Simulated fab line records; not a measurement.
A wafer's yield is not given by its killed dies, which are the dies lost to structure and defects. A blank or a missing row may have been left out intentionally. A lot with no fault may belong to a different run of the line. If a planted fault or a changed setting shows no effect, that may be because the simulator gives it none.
Problem report, 8D (eight disciplines) form, completed by code	flow berkeley-cmos170	the parts of the form that need people (team, actions taken, sign-off) are left out

== 1. WHAT WENT WRONG ==
SILICIDE_TI_RS at UCB170_SILICIDE_RS_MEAS_02 reads a mean of 32.9 ohm/sq on 1 wafer of 1 lot; wafers without a fault read 26.1 ohm/sq with a standard deviation of 0.32. Measured from the usual mean, that is +21 standard deviations.
The step: measures by four-point-probe.
First observed at day 9 04:24: wafer L595.2, on film-metro-01. The record holds 39 wafers of 13 lots with a number at this step. The rule behind "out" and "out of limits": a value lying over 4 standard deviations away from the usual mean. Any other wafer with a number is counted as sound.

== 2. WHAT IT IS AND WHAT IT IS NOT ==
question	is	is not
which readings at this step	SILICIDE_TI_RS	-
which lots	L595	L584, L586, L587, L588, L590, L592, L594, L599, L600, L602, L604, L605
which wafers of those lots	L595.2	L595.1, L595.6
read on which gauges	film-metro-01	film-metro-02, film-metro-03
when	from day 9 04:24	up to then (23 sound wafers); but 15 sound wafers of L599, L600, L602, L604, L605 came after

== 3. SUSPECTS, AND WHAT RULES EACH OUT ==
Counting: if a tool at a process step up to the reading ran every lot that is out, it stays a suspect. Sound lots after the first of them don't rule it out here, since some wafers of a struck lot are sound.
- the gauge at UCB170_SILICIDE_RS_MEAS_02: kept. All the wafers that are out were read on film-metro-01, and no step on other tools shows them out.
- pvd-sputter-04 at UCB170_SILICIDE_SPUTTER_01 (material Ti, target thk 30 nm, time 25 s): kept. The lot that is out, L595, ran on it at day 9 04:22; the last sound lot it ran before that was L590, at day 8 00:42.
What counting leaves: pvd-sputter-04 at UCB170_SILICIDE_SPUTTER_01 and film-metro-01 at UCB170_SILICIDE_RS_MEAS_02.

== 4. THE CAUSE (what the simulator had put in) ==
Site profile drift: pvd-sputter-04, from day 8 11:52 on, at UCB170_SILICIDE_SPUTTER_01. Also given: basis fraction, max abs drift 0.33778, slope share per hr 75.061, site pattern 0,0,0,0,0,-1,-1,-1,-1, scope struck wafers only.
Counting left 2 suspects, and this tool is among them.

== 5. SEQUENCE OF EFFECTS, ordered by route ==
Each row: a reading whose mean over the struck wafers that have a number lies more than 3 standard deviations from the usual. Only readings for which the record gives a usual standard deviation are gone through. hours: the time from each lot's start at the first step in this table that gives one to its start at this step, as a median over the lots. sigmas: the change in usual standard deviations.
hours	step	reading	usual	on struck wafers	change	sigmas
0	UCB170_SILICIDE_RS_MEAS_02	SILICIDE_TI_RS	26.1 ohm/sq	32.9	+6.8	+21
2	UCB170_SILICIDE_THK_MEAS_03	SILICIDE_TI_THK	30.2 nm	26.1	-4.1	-12
Later steps that measure or inspect, where all struck wafers having a row at the step show a number for every such reading and not one has moved that far: UCB170_M1_OVL_MEAS_10.

== 6. WHAT WOULD HAVE CAUGHT IT SOONER ==
Counted from the fault's start at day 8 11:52, it took 17 hours until the first out-of-limits reading at a measuring or inspecting step in this record, taken at day 9 04:24.
Of the tool readings at UCB170_SILICIDE_SPUTTER_01 for which the record gives a usual standard deviation, none was out on any struck wafer, so an alarm limit of 4 standard deviations on them would not have fired.
The start of UCB170_SILICIDE_SPUTTER_01 on pvd-sputter-04 came by day 9 04:24 for every one of the lots that are out (1). Had the tool been put on hold then, not one of them would have been saved.
